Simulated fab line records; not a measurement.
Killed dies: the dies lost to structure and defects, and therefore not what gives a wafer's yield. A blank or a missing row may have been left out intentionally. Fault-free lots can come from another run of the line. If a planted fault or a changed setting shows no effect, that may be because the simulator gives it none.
fab line records ; flow rit_cmos
record: lots: 13; wafers: 39; last_day: 8
route steps=202 shown ACTIVE@5 PWELL@52 NSD@134 CONTACT@181 M1@202
lots with no fault: from the same line, run without faults
start_h: start of the lot's first displayed wafer, in hours after the record's first day ; wait_h: time in hours since the lot's previous step ; " identical to the entry in the row above ; L1.1+2: a row that stands for several wafers ; - value missing, or start not given ; * or withheld: withheld ; < > ~ a bound
route shown NAME@n: names a module that has steps shown in the file, with the first one's number in the route ; usual: the fault-free wafers' mean and standard deviation ; same: alike in all rows ; chamber/n: place in a boat ; sites: each site's reading ; _std_site: how widely they spread, as a standard deviation ; _edge_site: mean of outer sites minus mean of inner sites ; radius_mm: how far each site lies from the wafer's centre ; mask NAME#n: copy n ; behind: the last tool/chamber to shape the wafer ; hold: why the lot was held/for how many hours/how that ended ; device: the transistor (n, p or np) that didn't switch ; end of line: tests of these same wafers at the route's end ; a step with no rows: only its recipe ; killed: dies that structure and defects cost at the first sort, which is not the same as the wafer's yield ; map: the dies of a wafer, with x for killed, . for not killed, _ for no die there
set.NAME: the setting the step ran with; set.NAME@STEP: the setting that earlier step ran with ; model.NAME: the simulator's own value behind a step, which no gauge read
the route's steps for a sample of lots (tables are steps, rows are wafers)
services: from which hour (start_h, from the record's first day; less than 0 if before it) a tool's chamber was out of use, for how many hours, and why
== steps ==
step: RIT_ACTIVE_THK_MEAS_04
recipe: reads: Si3N4_of_ACTIVE_CVD_03
usual: ACTIVE_NITRIDE_THK: 148.2/1.1
lot.wafer;tool;chamber;start_h;wait_h;ACTIVE_NITRIDE_THK[nm]
L880.1;film_metro-01;-;13.91;0.0;150.0
L880.5;film_metro-01;-;13.91;0.0;151.4
L880.6;film_metro-01;-;13.91;0.0;149.8
L882.3;film_metro-03;-;24.50;0.0;148.1
L882.4;film_metro-03;-;24.50;0.0;148.8
L882.5;film_metro-03;-;24.50;0.0;149.0
L884.2;film_metro-01;-;34.06;0.0;148.5
L884.4;film_metro-01;-;34.06;0.0;148.4
L884.6;film_metro-01;-;34.06;0.0;147.6
L885.1;film_metro-03;-;39.28;0.0;149.2
L885.3;film_metro-03;-;39.28;0.0;149.2
L885.4;film_metro-03;-;39.28;0.0;149.1
L886.3;film_metro-01;-;44.42;0.0;148.4
L886.4;film_metro-01;-;44.42;0.0;147.2
L886.5;film_metro-01;-;44.42;0.0;148.4
L892.1;film_metro-01;-;77.55;0.0;146.7
L892.2;film_metro-01;-;77.55;0.0;148.5
L892.5;film_metro-01;-;77.55;0.0;148.9
L894.1;film_metro-04;-;83.58;0.0;147.4
L894.4;film_metro-04;-;83.58;0.0;148.7
L894.6;film_metro-04;-;83.58;0.0;146.9
L895.4;film_metro-01;-;89.60;0.0;147.6
L895.5;film_metro-01;-;89.60;0.0;146.9
L895.6;film_metro-01;-;89.60;0.0;147.6
L896.1;film_metro-04;-;95.67;0.0;147.4
L896.2;film_metro-04;-;95.67;0.0;146.9
L896.4;film_metro-04;-;95.67;0.0;146.7
L897.1;film_metro-03;-;100.24;0.0;148.9
L897.2;film_metro-03;-;100.24;0.0;148.7
L897.6;film_metro-03;-;100.24;0.0;148.2
L898.1;film_metro-01;-;104.57;0.0;147.0
L898.2;film_metro-01;-;104.57;0.0;147.8
L898.6;film_metro-01;-;104.57;0.0;146.2
L899.1;film_metro-03;-;109.30;0.0;148.8
L899.2;film_metro-03;-;109.30;0.0;147.9
L899.3;film_metro-03;-;109.30;0.0;147.8
L902.1;film_metro-01;-;126.45;0.0;148.0
L902.2;film_metro-01;-;126.45;0.0;148.6
L902.4;film_metro-01;-;126.45;0.0;148.4
step: RIT_WELLDRIVE_RS_MEAS_02
recipe: thk_meas_gauge: four-point-probe
usual: PWELL_RS: 429.6/1.3
lot.wafer;tool;chamber;start_h;wait_h;PWELL_RS[ohm/sq]
L880.1;film_metro-02;-;32.11;0.1;431.9
L880.5;film_metro-02;-;32.11;0.1;431.7
L880.6;film_metro-02;-;32.11;0.1;428.7
L882.3;film_metro-02;-;42.22;0.1;429.8
L882.4;film_metro-02;-;42.22;0.1;430.8
L882.5;film_metro-02;-;42.22;0.1;430.2
L884.2;film_metro-01;-;53.08;0.1;429.6
L884.4;film_metro-01;-;53.08;0.1;430.7
L884.6;film_metro-01;-;53.08;0.1;428.3
L885.1;film_metro-02;-;58.82;0.1;430.8
L885.3;film_metro-02;-;58.82;0.1;432.8
L885.4;film_metro-02;-;58.82;0.1;430.9
L886.3;film_metro-02;-;67.08;0.1;430.5
L886.4;film_metro-02;-;67.08;0.1;430.6
L886.5;film_metro-02;-;67.08;0.1;430.1
L892.1;film_metro-03;-;94.61;0.1;429.1
L892.2;film_metro-03;-;94.61;0.1;429.8
L892.5;film_metro-03;-;94.61;0.1;429.8
L894.1;film_metro-03;-;102.81;0.1;429.3
L894.4;film_metro-03;-;102.81;0.1;427.4
L894.6;film_metro-03;-;102.81;0.1;429.1
L895.4;film_metro-03;-;107.96;0.1;429.3
L895.5;film_metro-03;-;107.96;0.1;428.4
L895.6;film_metro-03;-;107.96;0.1;428.9
L896.1;film_metro-01;-;113.98;0.1;428.9
L896.2;film_metro-01;-;113.98;0.1;429.8
L896.4;film_metro-01;-;113.98;0.1;429.5
L897.1;film_metro-02;-;117.51;0.1;431.1
L897.2;film_metro-02;-;117.51;0.1;430.5
L897.6;film_metro-02;-;117.51;0.1;430.0
L898.1;film_metro-01;-;120.67;0.1;429.3
L898.2;film_metro-01;-;120.67;0.1;429.9
L898.6;film_metro-01;-;120.67;0.1;429.0
L899.1;film_metro-01;-;126.19;0.1;428.7
L899.2;film_metro-01;-;126.19;0.1;429.4
L899.3;film_metro-01;-;126.19;0.1;429.4
L902.1;film_metro-02;-;142.26;0.1;430.1
L902.2;film_metro-02;-;142.26;0.1;429.3
L902.4;film_metro-02;-;142.26;0.1;429.7
step: RIT_NSD_EXPOSE_03
recipe: mask_id: M9; na: 0.57; target_cd_nm: 40700; dose_mj: 250
lot.wafer;tool;chamber;start_h;wait_h;mask
L880.1+5+6;iline_stepper-02;0;54.00;0.3;M9#0
L882.3+4+5;iline_stepper-02;0;66.01;0.2;M9#0
L884.2+4+6;iline_stepper-01;0;80.19;0.1;M9#0
L885.1+3+4;iline_stepper-01;0;84.94;0.1;M9#0
L886.3+4+5;iline_stepper-01;0;90.56;0.1;M9_R1#0
L892.1+2+5;iline_stepper-01;0;116.38;0.1;M9#0
L894.1+4+6;iline_stepper-01;0;122.40;0.1;M9#0
L895.4+5+6;iline_stepper-01;0;130.54;0.2;M9#0
L896.1+2+4;iline_stepper-01;0;135.74;0.2;M9#0
L897.1+2+6;iline_stepper-01;0;139.57;0.1;M9#0
L898.1+2+6;iline_stepper-01;0;141.23;0.3;M9#0
L899.1+2+3;iline_stepper-02;0;145.52;0.2;M9#0
L902.1+2+4;iline_stepper-02;0;170.43;0.1;M9#0
step: RIT_CONTACT_CD_MEAS_90
recipe: target_cd_nm: 1000
usual: cd_nm: 1000.5/2.3
lot.wafer;tool;chamber;start_h;wait_h;cd_nm
L880.1;cd_sem-01;-;59.82;0.1;1001.9
L880.5;cd_sem-01;-;59.82;0.1;1001.1
L880.6;cd_sem-01;-;59.82;0.1;1002.0
L882.3;cd_sem-02;-;72.09;0.1;1000.9
L882.4;cd_sem-02;-;72.09;0.1;1000.8
L882.5;cd_sem-02;-;72.09;0.1;1002.3
L884.2;cd_sem-02;-;85.96;0.1;999.0
L884.4;cd_sem-02;-;85.96;0.1;999.0
L884.6;cd_sem-02;-;85.96;0.1;1000.4
L885.1;cd_sem-02;-;90.81;0.1;1000.8
L885.3;cd_sem-02;-;90.81;0.1;1001.3
L885.4;cd_sem-02;-;90.81;0.1;1000.5
L886.3;cd_sem-02;-;96.26;0.1;998.6
L886.4;cd_sem-02;-;96.26;0.1;998.2
L886.5;cd_sem-02;-;96.26;0.1;998.0
L892.1;cd_sem-02;-;122.55;0.1;1000.2
L892.2;cd_sem-02;-;122.55;0.1;999.4
L892.5;cd_sem-02;-;122.55;0.1;1000.3
L894.1;cd_sem-01;-;128.07;0.1;1004.3
L894.4;cd_sem-01;-;128.07;0.1;1005.0
L894.6;cd_sem-01;-;128.07;0.1;1004.2
L895.4;cd_sem-02;-;136.31;0.1;1001.2
L895.5;cd_sem-02;-;136.31;0.1;1000.8
L895.6;cd_sem-02;-;136.31;0.1;1000.4
L896.1;cd_sem-01;-;141.43;0.1;1005.1
L896.2;cd_sem-01;-;141.43;0.1;1003.3
L896.4;cd_sem-01;-;141.43;0.1;1004.5
L897.1;cd_sem-01;-;145.29;0.1;999.5
L897.2;cd_sem-01;-;145.29;0.1;999.5
L897.6;cd_sem-01;-;145.29;0.1;1000.8
L898.1;cd_sem-01;-;146.95;0.1;999.0
L898.2;cd_sem-01;-;146.95;0.1;996.8
L898.6;cd_sem-01;-;146.95;0.1;999.6
L899.1;cd_sem-01;-;151.23;0.1;1001.0
L899.2;cd_sem-01;-;151.23;0.1;1002.9
L899.3;cd_sem-01;-;151.23;0.1;1002.8
L902.1;cd_sem-02;-;176.14;0.1;1000.8
L902.2;cd_sem-02;-;176.14;0.1;1002.6
L902.4;cd_sem-02;-;176.14;0.1;999.9
step: RIT_M1_PROBE_99
usual: killed_at_contacts: 0.0/0.16; killed_at_front_end: 7.5/2.8; killed_dies: 7.6/2.9; killed_open: 3.7/2; killed_short: 3.8/2
same: gross_dies: 264; killed_at_M0_to_M3: 0; killed_at_M4_up: 0; killed_at_back_side: 0; killed_at_other: 0
lot.wafer;tool;chamber;start_h;wait_h;killed_at_contacts;killed_at_front_end;killed_dies;killed_open;killed_short
L895.4;prober-01;-;141.29;0.2;0;4;4;2;2
L895.5;prober-01;-;141.34;0.2;1;4;5;2;3
L895.6;prober-01;-;141.39;0.2;0;6;6;5;1
L897.1;prober-01;-;149.93;0.1;0;7;7;4;3
L897.2;prober-01;-;149.98;0.1;0;7;7;3;4
L897.6;prober-01;-;150.18;0.2;0;11;11;6;5
L898.1;prober-02;-;151.46;0.1;0;7;7;3;3
L898.2;prober-02;-;151.51;0.1;0;11;11;4;7
L898.6;prober-02;-;151.71;0.2;0;5;5;3;2
L902.1;prober-02;-;180.63;0.1;0;13;13;5;8
L902.2;prober-02;-;180.68;0.1;0;9;9;4;5
L902.4;prober-02;-;180.78;0.2;0;6;6;4;2
killed by level:class
L895.4 GATE:geometric_particle:open=1 GATE:geometric_particle:short=1 SPACER:geometric_particle:open=1 SPACER:geometric_particle:short=1
L895.5 REOX:geometric_particle:short=2 GATE:geometric_particle:short=1 GATE:geometric_particle:open=1 CONTACT:geometric_particle:open=1
L895.6 GATE:geometric_particle:open=3 FOX1:geometric_particle:open=1 FOX2:geometric_particle:open=1 GATE:geometric_particle:short=1
L897.1 REOX:geometric_particle:open=3 GATE:geometric_particle:short=2 FOX1:geometric_particle:short=1 GATE:geometric_particle:open=1
L897.2 GATE:geometric_particle:open=1 GATE:geometric_particle:short=1 REOX:geometric_particle:short=1 REOX:geometric_particle:open=1 SPACER:geometric_particle:short=1 SILICIDE:geometric_particle:short=1 SILICIDE:geometric_particle:open=1
L897.6 GATE:geometric_particle:open=4 GATE:geometric_particle:short=2 SILICIDE:geometric_particle:short=2 REOX:geometric_particle:open=1 SPACER:geometric_particle:short=1 SILICIDE:geometric_particle:open=1
L898.1 SPACER:geometric_particle:short=1 FOX2:geometric_particle:open=1 GATE:geometric_particle:short=1 GATE:geometric_particle:open=1 REOX:geometric_particle:open=1 REOX:geometric_particle:short=1 PSD:coat_microbubble_printed=1
L898.2 REOX:geometric_particle:short=3 GATE:geometric_particle:short=2 REOX:geometric_particle:open=2 FOX1:geometric_particle:short=1 GATE:geometric_particle:open=1 SILICIDE:geometric_particle:open=1 SILICIDE:geometric_particle:short=1
L898.6 REOX:geometric_particle:short=2 GATE:geometric_particle:open=1 REOX:geometric_particle:open=1 SILICIDE:geometric_particle:open=1
L902.1 FOX1:geometric_particle:short=3 GATE:geometric_particle:short=3 GATE:geometric_particle:open=3 FOX2:geometric_particle:short=1 REOX:geometric_particle:open=1 REOX:geometric_particle:short=1 SPACER:geometric_particle:open=1
L902.2 GATE:geometric_particle:open=3 SPACER:geometric_particle:short=3 FOX1:geometric_particle:short=1 FOX1:geometric_particle:open=1 REOX:geometric_particle:short=1
L902.4 GATE:geometric_particle:open=3 GATE:geometric_particle:short=2 SILICIDE:geometric_particle:open=1
== services ==
tool;chamber;start_h;hours;kind
iline_stepper-02;-;49.40;1.7;pm
iline_stepper-01;-;53.14;1.7;pm
iline_stepper-02;-;114.79;28.9;pm
== key ==
first_sign: step: RIT_NSD_EXPOSE_03; reading: mask; direction: changed
effect none on later readings
met_at RIT_NSD_EXPOSE_03
struck_lots L886
tester_left_out L886
not_acting_at RIT_ACTIVE_THK_MEAS_04,RIT_WELLDRIVE_RS_MEAS_02,RIT_CONTACT_CD_MEAS_90
onset_between 84.94 90.56
fault: kind: wrong_mask; tool: any; chamber: -; onset_h: 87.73; steps: RIT_NSD_EXPOSE_03; aux_copy: M9_R1#0; cd_offset_nm: -220; scope: struck_lots_only
tester_left_out: of these lots the tester's yield and bins aren't shown, on N5 and GAA mostly nor the transistor test; their killed dies are dies lost to structure and defects alone, not to doping, threshold or leakage, so they don't give the yield
